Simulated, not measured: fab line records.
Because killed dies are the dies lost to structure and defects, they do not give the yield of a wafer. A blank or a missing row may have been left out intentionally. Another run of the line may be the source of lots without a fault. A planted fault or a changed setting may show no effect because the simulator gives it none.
Struck lot and sound lot, side by side -- flow rit-cmos -- 14 out of 202 route steps
Sound: these wafers, L699.2, L699.3, L699.4. Wafers struck: L710.1, L710.3, L710.6. Last of all comes the cause.
Order at every step that has rows: each side's tool, ch and its chambers, its first start. Under that, the readings that differ: sound wafers -- struck wafers -- difference of the means -- sigmas: that difference in standard deviations of wafers without a fault.
alike: readings whose means differ by less than 2 such deviations, and words and numbers that are the same on both sides. not compared: withheld readings, readings that some wafer has no value for, bounds like >300 that may hide the same value, and numbers for which the record gives no deviation and whose values overlap.
Wherever a step has rows on one side only, a row that says differs or no value, or a row with sigmas, the two part there. When numbers do not overlap yet have no deviation, they are printed without sigmas and do not part them. A reading that every wafer of one side lacks parts them only if that side has two wafers or more.

RIT_ACTIVE_BOW_MEAS_00:
  sound: film-metro-04 at day 2 21:01; struck: film-metro-04 at day 5 04:00
  alike: INCOMING_BOW
then, 1 step without rows for these wafers: RIT_ACTIVE_OXIDATION_01 (target thk 46.8 nm, ox time 3360 s).
RIT_ACTIVE_THK_MEAS_02:
  sound: film-metro-03 at day 2 23:28; struck: film-metro-01 at day 5 06:03
  alike: ACTIVE_OXIDE_THK
then, 1 step without rows for these wafers: RIT_ACTIVE_CVD_03 (deposits Si3N4 from SiH2Cl2/NH3, target thk 150 nm, time 1500 s).
RIT_ACTIVE_THK_MEAS_04:
  sound: film-metro-01 at day 3 00:57; struck: film-metro-01 at day 5 07:32
  alike: ACTIVE_NITRIDE_THK
then, 5 steps without rows for these wafers: RIT_ACTIVE_HMDS_05 (prime time 60 s); RIT_ACTIVE_COAT_06 (resist thk 1000 nm); RIT_ACTIVE_SOFTBAKE_07 (time 60 s); RIT_ACTIVE_EXPOSE_08 (exposes mask M1, target cd 1400 nm); RIT_ACTIVE_PEB_09.
RIT_ACTIVE_DEVELOP_10: develop time 50 s.
  sound on litho-track-01 ch 0, day 3 01:00; struck on litho-track-02 ch 0, day 5 08:00
reading,sound,struck,difference,sigmas
developer-temp-C (C),22.96 23.05 22.92,25.10 25.20 25.25,+2.21,+23
  alike: chill-plate-temp-C
RIT_ACTIVE_CD_MEAS_11 targets a cd of 1400 nm.
  sound: cd-sem-01 at day 3 01:59; struck: cd-sem-01 at day 5 08:26
reading,sound,struck,difference,sigmas
cd-nm (nm),1399.6 1397.8 1398.0,1407.0 1409.4 1412.8,+11.3,+5
then, 1 step without rows for these wafers: RIT_ACTIVE_HARDBAKE_12 (time 60 s).
RIT_M1_PROBE_99:
  sound: prober-02 at day 4 19:56; struck: prober-01 at day 7 03:50
  alike: killed-at-contacts, killed-at-front-end, killed-dies, killed-on-rim, killed-open, killed-short

== WHERE THEY PART ==
Earliest at RIT_ACTIVE_DEVELOP_10; latest, in this record, at RIT_ACTIVE_CD_MEAS_11. Later steps at which nothing parts them and some readings are alike: RIT_M1_PROBE_99.

WHY: what had been put in by the simulator
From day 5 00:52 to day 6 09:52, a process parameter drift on litho-track-02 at RIT_ACTIVE_DEVELOP_10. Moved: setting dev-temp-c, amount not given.
